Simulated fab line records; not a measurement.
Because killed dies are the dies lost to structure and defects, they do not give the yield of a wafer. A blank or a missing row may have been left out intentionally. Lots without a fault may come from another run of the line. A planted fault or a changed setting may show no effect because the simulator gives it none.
fab line records | flow rit-cmos
record: lots: 6 | wafers: 18 | last-day: 7
route steps=202 shown GATE@94 REOX@98 NLDD@103 M1@202
lots that met no fault: from a run of the same line without faults
start-h: hours from the record's opening day to when the first of the lot's shown wafers began | wait-h: hours from the lot's prior step to this one | " repeats the value in the row above | L1.1+2: several wafers, shown together as one row | - no value, or no start was given | * or withheld: withheld | < > ~ a bound
route shown NAME@n: NAME is a module with steps in the file, n the number in the route of the first one | usual: mean/standard deviation taken from wafers without a fault | same: alike in all rows | chamber/n: place in a boat | sites: each site's reading | _std_site: how widely they spread, as a standard deviation | _edge_site: inner sites' mean taken away from outer sites' mean | radius-mm: for every site, how far away it sits from the centre of the wafer | mask NAME#n: copy n | behind: the most recent tool/chamber to have shaped the wafer | hold: why the lot went on hold/how many hours it stayed there/how the hold came to an end | device: which transistor (n, p or np) failed to switch | end of line: tests run on the same wafers once the route is complete | for a step that has no rows: nothing shown but its recipe | killed: at the first sort, the dies lost to defects and structure; wafer yield is something else | map: shows each die of a wafer: x if killed, . if not, _ if none is there
set.NAME: the run value of the setting; set.NAME@STEP: its run value at that earlier step | model.NAME: the simulator's own value behind a step, which no gauge read
lots at selected steps of the route; one table per step, one row per wafer
services: from which hour (start-h, from the record's first day; less than 0 if before it) a tool's chamber was out of use, for how many hours, and why
== steps ==
step: RIT_GATE_HARDBAKE_18
recipe: resist: NOVOLAK | temp-c: 140 | time-s: 60
step: RIT_GATE_ETCH_19
recipe: chemistry: SF6/CHF3/O2 | time-s: 165 | SF6_flow_sccm: 30 | CHF3_flow_sccm: 30 | O2_flow_sccm: 5 | target: poly-Si | pressure-mtorr: 40 | rf-w: 160 | target-depth-a: 3125 | over-etch-frac: 0.25 | stop-on: SiO2
usual: CHF3_flow_sccm: 30.01/0.099 | drypump-motor-current-A: 5.8/0.64 | oes-product-au: 0.858/0.011 | throttle-valve-pct: 10.22/0.14
lot.wafer | tool      | chamber | start-h | wait-h | CHF3_flow_sccm | drypump-motor-current-A | oes-product-au | rf-hours-counter-h | throttle-valve-pct
L112.2    | rie-si-01 | 3       | 63.06   | 0.1    | 30.00          | 5.1                     | 0.856          | 0                  | 10.26
L112.3    | "         | 0       | "       | "      | 30.00          | 5.7                     | 0.866          | 132                | 10.31
L112.5    | "         | 3       | "       | "      | 29.98          | 5.1                     | 0.874          | -                  | 10.26
L113.3    | rie-si-02 | 0       | 65.83   | 0.1    | 30.00          | 5.8                     | 0.854          | 120                | 10.20
L113.5    | "         | 3       | "       | "      | 29.90          | 6.5                     | 0.860          | -                  | 10.53
L113.6    | "         | 2       | "       | "      | 30.09          | 6.9                     | 0.864          | -                  | 10.06
L123.1    | rie-si-02 | 1       | 114.73  | 0.1    | 30.04          | 6.4                     | 0.831          | 40                 | 10.27
L123.2    | "         | 3       | "       | "      | 29.88          | 6.5                     | 0.857          | 16                 | 10.53
L123.6    | "         | 2       | "       | "      | 30.23          | 6.9                     | 0.859          | -                  | 10.07
L127.2    | rie-si-02 | 0       | 135.47  | 0.1    | 30.01          | 5.7                     | 0.872          | 120                | 10.21
L127.3    | "         | 1       | "       | "      | 30.00          | 6.4                     | 0.850          | 41                 | 10.27
L127.4    | "         | 3       | "       | "      | 29.94          | 6.5                     | 0.859          | 16                 | 10.52
L128.2    | rie-si-01 | 1       | 138.28  | 0.1    | 29.90          | 5.3                     | 0.862          | 2                  | 10.08
L128.4    | "         | 3       | "       | "      | 30.22          | 5.1                     | 0.857          | 1                  | 10.29
L128.5    | "         | 3       | "       | "      | 30.10          | 5.1                     | 0.853          | -                  | 10.30
L130.1    | rie-si-01 | 3       | 152.03  | 0.1    | 30.13          | 5.1                     | 0.861          | 1                  | 10.27
L130.3    | "         | 1       | "       | "      | 29.94          | 5.2                     | 0.851          | 2                  | 10.08
L130.4    | "         | 0       | "       | "      | 30.21          | 5.7                     | 0.855          | 133                | 10.33
step: RIT_GATE_STRIP_20
recipe: chemistry: O2 | time-s: 180 | resist: NOVOLAK | platen-temp-c: withheld | power-w: 500 | pressure-mtorr: 4000 | o2-flow-sccm: 3888
usual: drypump-motor-current-A: 5.7/0.58 | o2-flow-sccm: 3889/12
lot.wafer | tool            | chamber | start-h | wait-h | drypump-motor-current-A | o2-flow-sccm | rf-hours-counter-h
L112.2    | plasma-asher-04 | 0       | 63.17   | 0.1    | 4.8                     | 3892         | 28
L112.3    | "               | 1       | "       | "      | 5.6                     | 3886         | -
L112.5    | "               | 1       | "       | "      | 5.6                     | 3888         | -
L113.3    | plasma-asher-02 | 1       | 65.99   | 0.1    | 6.0                     | 3885         | -
L113.5    | "               | 0       | "       | "      | 6.8                     | 3892         | -
L113.6    | "               | 1       | "       | "      | 6.1                     | 3892         | -
L123.1    | plasma-asher-03 | 0       | 114.84  | 0.1    | 5.5                     | 3874         | 50
L123.2    | "               | 1       | "       | "      | 5.6                     | 3887         | 50
L123.6    | "               | 0       | "       | "      | 5.5                     | 3878         | -
L127.2    | plasma-asher-03 | 1       | 135.58  | 0.1    | 5.6                     | 3885         | 52
L127.3    | "               | 0       | "       | "      | 5.5                     | 3900         | -
L127.4    | "               | 1       | "       | "      | 5.6                     | 3882         | -
L128.2    | plasma-asher-03 | 0       | 138.39  | 0.1    | 5.5                     | 3882         | 52
L128.4    | "               | 0       | "       | "      | 5.5                     | 3889         | -
L128.5    | "               | 1       | "       | "      | 5.6                     | 3871         | -
L130.1    | plasma-asher-02 | 1       | 152.14  | 0.1    | 6.1                     | 3900         | 50
L130.3    | "               | 0       | "       | "      | 6.8                     | 3896         | -
L130.4    | "               | 1       | "       | "      | 6.1                     | 3905         | -
step: RIT_GATE_CD_MEAS_90
recipe: target-cd-nm: 150
usual: cd-nm: 149.4/2.5
lot.wafer | tool      | chamber | start-h | wait-h | cd-nm
L112.2    | cd-sem-01 | -       | 63.37   | 0.1    | 147.5
L112.3    | "         | -       | "       | "      | 149.7
L112.5    | "         | -       | "       | "      | 147.8
L113.3    | cd-sem-02 | -       | 66.15   | 0.1    | 149.2
L113.5    | "         | -       | "       | "      | 150.4
L113.6    | "         | -       | "       | "      | 150.0
L123.1    | cd-sem-01 | -       | 115.02  | 0.1    | 146.1
L123.2    | "         | -       | "       | "      | 146.6
L123.6    | "         | -       | "       | "      | 146.7
L127.2    | cd-sem-02 | -       | 135.77  | 0.1    | 152.3
L127.3    | "         | -       | "       | "      | 148.9
L127.4    | "         | -       | "       | "      | 150.9
L128.2    | cd-sem-01 | -       | 138.59  | 0.1    | 145.5
L128.4    | "         | -       | "       | "      | 144.7
L128.5    | "         | -       | "       | "      | 144.5
L130.1    | cd-sem-01 | -       | 152.31  | 0.1    | 148.5
L130.3    | "         | -       | "       | "      | 149.7
L130.4    | "         | -       | "       | "      | 148.7
step: RIT_REOX_CLEAN_00
recipe: chemistry: SC1 | mix: 3:3:50 | time-s: 600 | temp-c: 75
step: RIT_REOX_CLEAN_01
recipe: chemistry: dHF | dilution: 50:1 | time-s: 30
step: RIT_REOX_CLEAN_02
recipe: chemistry: SC2 | mix: 3:3:50 | time-s: 600 | temp-c: 75 | dry: n2-spin
step: RIT_REOX_OXIDATION_03
recipe: temp-c: 900 | ambient: O2 | target-thk-a: 252 | ox-time-s: 5580
step: RIT_REOX_THK_MEAS_04
recipe: reads: SiO2_of_REOX_OXIDATION_03
usual: REOX_OXIDE_THK: 25.2/0.46
lot.wafer | tool          | chamber | start-h | wait-h | REOX_OXIDE_THK[nm]
L112.2    | film-metro-01 | -       | 66.41   | 0.0    | 25.5
L112.3    | "             | -       | "       | "      | 25.4
L112.5    | "             | -       | "       | "      | 25.1
L113.3    | film-metro-04 | -       | 70.12   | 0.0    | 24.5
L113.5    | "             | -       | "       | "      | 24.8
L113.6    | "             | -       | "       | "      | 24.3
L123.1    | film-metro-04 | -       | 118.37  | 0.0    | 25.4
L123.2    | "             | -       | "       | "      | 25.4
L123.6    | "             | -       | "       | "      | 25.2
L127.2    | film-metro-04 | -       | 139.61  | 0.0    | 25.1
L127.3    | "             | -       | "       | "      | 25.5
L127.4    | "             | -       | "       | "      | 25.2
L128.2    | film-metro-03 | -       | 142.16  | 0.0    | 25.5
L128.4    | "             | -       | "       | "      | 25.6
L128.5    | "             | -       | "       | "      | 26.3
L130.1    | film-metro-01 | -       | 156.40  | 0.0    | 25.2
L130.3    | "             | -       | "       | "      | 24.9
L130.4    | "             | -       | "       | "      | 25.5
step: RIT_NLDD_HMDS_00
recipe: prime-time-s: 60 | prime-temp-c: 140
step: RIT_NLDD_COAT_01
recipe: resist: NOVOLAK | spin-rpm: 3250 | resist-thk-nm: 1000
step: RIT_NLDD_SOFTBAKE_02
recipe: resist: NOVOLAK | temp-c: 90 | time-s: 60
step: RIT_NLDD_EXPOSE_03
recipe: mask-id: M7 | na: 0.57 | target-cd-nm: 40700 | dose-mj: 250
usual: exposure-dose-mJ-cm2: 250.01/0.23
lot.wafer | tool             | chamber | start-h | wait-h | mask | exposure-dose-mJ-cm2
L112.2    | iline-stepper-02 | 0       | 66.93   | 0.1    | M7#0 | 250.35
L112.3    | "                | 0       | "       | "      | M7#0 | 249.92
L112.5    | "                | 0       | "       | "      | M7#0 | 249.93
L113.3    | iline-stepper-02 | 0       | 70.65   | 0.1    | M7#0 | 249.79
L113.5    | "                | 0       | "       | "      | M7#0 | 250.28
L113.6    | "                | 0       | "       | "      | M7#0 | 250.07
L123.1    | iline-stepper-02 | 0       | 119.01  | 0.2    | M7#0 | 249.78
L123.2    | "                | 0       | "       | "      | M7#0 | 250.26
L123.6    | "                | 0       | "       | "      | M7#0 | 249.82
L127.2    | iline-stepper-02 | 0       | 140.32  | 0.3    | M7#0 | 250.17
L127.3    | "                | 0       | "       | "      | M7#0 | 250.07
L127.4    | "                | 0       | "       | "      | M7#0 | 250.34
L128.2    | iline-stepper-01 | 0       | 142.85  | 0.2    | M7#0 | 250.19
L128.4    | "                | 0       | "       | "      | M7#0 | 249.88
L128.5    | "                | 0       | "       | "      | M7#0 | 250.04
L130.1    | iline-stepper-01 | 0       | 156.93  | 0.1    | M7#0 | 249.93
L130.3    | "                | 0       | "       | "      | M7#0 | 249.95
L130.4    | "                | 0       | "       | "      | M7#0 | 249.75
step: RIT_NLDD_PEB_04
recipe: resist: NOVOLAK | temp-c: withheld | time-s: withheld
step: RIT_NLDD_DEVELOP_05
recipe: resist: NOVOLAK | develop-time-s: 50 | dev-temp-c: 23
step: RIT_NLDD_OVL_MEAS_06
usual: NLDD_OVL: -0.8/1.2
lot.wafer | tool       | chamber | start-h | wait-h | NLDD_OVL[nm]
L112.2    | overlay-02 | -       | 67.32   | -      | -0.1
L112.3    | "          | -       | "       | "      | -0.4
L112.5    | "          | -       | "       | "      | -0.2
L113.3    | overlay-02 | -       | 71.02   | -      | 0.4
L113.5    | "          | -       | "       | "      | 0.4
L113.6    | "          | -       | "       | "      | -0.4
L123.1    | overlay-01 | -       | 119.41  | -      | -7.4
L123.2    | "          | -       | "       | "      | -8.0
L123.6    | "          | -       | "       | "      | -6.7
L127.2    | overlay-01 | -       | 140.71  | -      | -8.4
L127.3    | "          | -       | "       | "      | -7.6
L127.4    | "          | -       | "       | "      | -6.6
L128.2    | overlay-02 | -       | 143.24  | -      | 1.2
L128.4    | "          | -       | "       | "      | 1.8
L128.5    | "          | -       | "       | "      | -0.4
L130.1    | overlay-02 | -       | 157.33  | -      | -1.3
L130.3    | "          | -       | "       | "      | 1.1
L130.4    | "          | -       | "       | "      | -1.5
step: RIT_NLDD_HARDBAKE_07
recipe: resist: NOVOLAK | temp-c: 140 | time-s: 60
step: RIT_M1_PROBE_99
usual: killed-at-contacts: 0.1/0.35 | killed-at-front-end: 6.9/2.8 | killed-dies: 7.0/2.8 | killed-open: 3.4/2 | killed-short: 3.5/2.1
same: gross-dies: 264 | killed_at_M0_to_M3: 0 | killed_at_M4_up: 0 | killed-at-back-side: 0 | killed-at-other: 0
lot.wafer | tool      | chamber | start-h | wait-h | killed-at-contacts | killed-at-front-end | killed-dies | killed-open | killed-short
L112.2    | prober-01 | -       | 83.11   | 0.1    | 1                  | 4                   | 5           | 1           | 4
L112.3    | prober-01 | -       | 83.16   | 0.2    | 1                  | 6                   | 7           | 3           | 4
L112.5    | prober-01 | -       | 83.26   | 0.2    | 0                  | 11                  | 11          | 7           | 4
L123.1    | prober-02 | -       | 135.06  | 0.1    | 0                  | 7                   | 7           | 2           | 5
L123.2    | prober-02 | -       | 135.11  | 0.1    | 0                  | 4                   | 4           | 2           | 2
L123.6    | prober-02 | -       | 135.31  | 0.2    | 0                  | 9                   | 9           | 2           | 7
L128.2    | prober-02 | -       | 158.53  | 0.1    | 0                  | 5                   | 5           | 3           | 2
L128.4    | prober-02 | -       | 158.63  | 0.2    | 0                  | 6                   | 6           | 4           | 2
L128.5    | prober-02 | -       | 158.68  | 0.2    | 0                  | 8                   | 8           | 6           | 2
L127.2    | prober-01 | -       | 160.03  | 0.1    | 0                  | 7                   | 7           | 2           | 5
L127.3    | prober-01 | -       | 160.08  | 0.2    | 0                  | 8                   | 8           | 4           | 4
L127.4    | prober-01 | -       | 160.13  | 0.2    | 0                  | 9                   | 9           | 4           | 5
L130.1    | prober-01 | -       | 172.79  | 0.1    | 0                  | 4                   | 4           | 2           | 1
L130.3    | prober-01 | -       | 172.89  | 0.2    | 0                  | 6                   | 6           | 2           | 3
L130.4    | prober-01 | -       | 172.94  | 0.2    | 0                  | 8                   | 8           | 6           | 2
killed by level:class
L112.2 FOX2:geometric-particle:short=2 GATE:geometric-particle:open=1 REOX:geometric-particle:short=1 CONTACT:geometric-particle:short=1
L112.3 FOX2:geometric-particle:short=2 REOX:geometric-particle:open=2 FOX2:geometric-particle:open=1 GATE:geometric-particle:short=1 CONTACT:geometric-particle:short=1
L112.5 GATE:geometric-particle:short=3 GATE:geometric-particle:open=3 FOX2:geometric-particle:open=2 SILICIDE:geometric-particle:open=2 SILICIDE:geometric-particle:short=1
L123.1 SILICIDE:geometric-particle:short=3 GATE:geometric-particle:open=2 REOX:geometric-particle:short=2
L123.2 FOX1:geometric-particle:short=1 FOX2:geometric-particle:open=1 REOX:geometric-particle:short=1 REOX:geometric-particle:open=1
L123.6 REOX:geometric-particle:short=3 GATE:geometric-particle:short=2 FOX1:geometric-particle:open=1 FOX1:geometric-particle:short=1 GATE:geometric-particle:open=1 SILICIDE:geometric-particle:short=1
L128.2 SILICIDE:geometric-particle:open=2 FOX1:geometric-particle:open=1 SPACER:geometric-particle:short=1 SILICIDE:geometric-particle:short=1
L128.4 GATE:geometric-particle:open=2 FOX1:geometric-particle:open=1 GATE:geometric-particle:short=1 SILICIDE:geometric-particle:open=1 SILICIDE:geometric-particle:short=1
L128.5 FOX2:geometric-particle:open=3 GATE:geometric-particle:open=2 FOX1:geometric-particle:open=1 FOX2:geometric-particle:short=1 SILICIDE:geometric-particle:short=1
L127.2 GATE:geometric-particle:short=2 REOX:geometric-particle:short=1 FOX1:geometric-particle:open=1 FOX1:geometric-particle:short=1 GATE:geometric-particle:open=1 SPACER:geometric-particle:short=1
L127.3 FOX1:geometric-particle:open=2 GATE:geometric-particle:short=2 FOX1:geometric-particle:short=1 GATE:geometric-particle:open=1 SPACER:geometric-particle:short=1 SILICIDE:geometric-particle:open=1
L127.4 FOX2:geometric-particle:short=2 REOX:geometric-particle:open=2 FOX1:geometric-particle:open=1 FOX1:geometric-particle:short=1 GATE:geometric-particle:open=1 REOX:geometric-particle:short=1 SILICIDE:geometric-particle:short=1
L130.1 GATE:geometric-particle:short=1 REOX:geometric-particle:open=1 SILICIDE:geometric-particle:open=1 NWELL:coat-microbubble-printed=1
L130.3 GATE:geometric-particle:short=2 REOX:geometric-particle:open=1 SILICIDE:geometric-particle:open=1 SILICIDE:geometric-particle:short=1 NWELL:coat-microbubble-printed=1
L130.4 GATE:geometric-particle:open=2 SILICIDE:geometric-particle:open=2 FOX1:geometric-particle:short=1 FOX1:geometric-particle:open=1 SPACER:geometric-particle:short=1 SPACER:geometric-particle:open=1
== services ==
tool             | chamber | start-h | hours | kind
rie-si-01        | 3       | 39.41   | -     | clean
rie-si-01        | 3       | 39.41   | 19.1  | scheduled-down
rie-si-01        | 3       | 39.41   | 19.1  | vent-cycle
iline-stepper-01 | 0       | 42.99   | -     | calibration
iline-stepper-01 | -       | 50.30   | 4.4   | pm
plasma-asher-03  | -       | 62.49   | 0.7   | repair
iline-stepper-02 | 0       | 71.85   | -     | calibration
plasma-asher-04  | -       | 93.69   | 0.4   | repair
rie-si-01        | 0       | 99.75   | 3.5   | repair
plasma-asher-04  | -       | 105.16  | 2.2   | repair
plasma-asher-02  | -       | 123.99  | 3.4   | repair
rie-si-01        | 0       | 124.61  | 7.4   | repair
plasma-asher-02  | -       | 144.26  | 7.2   | repair
rie-si-02        | 0       | 156.14  | 4.7   | repair
== key ==
first-sign: step: RIT_NLDD_OVL_MEAS_06 | reading: NLDD_OVL | direction: down | sigmas: 5.5 | usual: -0.8 | struck: -7.4
effect none on later readings
met-at RIT_NLDD_EXPOSE_03
struck-wafers L123.1,L123.2,L123.6,L127.2,L127.3,L127.4
tester-left-out L123,L127
onset-between 70.65 119.01
also-fits RIT_GATE_ETCH_19:rie-si-02
fault: kind: process-parameter-drift | tool: iline-stepper-02 | chamber: - | onset-h: 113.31 | steps: RIT_NLDD_EXPOSE_03 | channel: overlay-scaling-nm | offset: 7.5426 | shape: step | end-h: 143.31
tester-left-out: of these lots the tester's yield and bins aren't shown, on N5 and GAA mostly nor the transistor test; their killed dies are dies lost to structure and defects alone, not to doping, threshold or leakage, so they don't give the yield
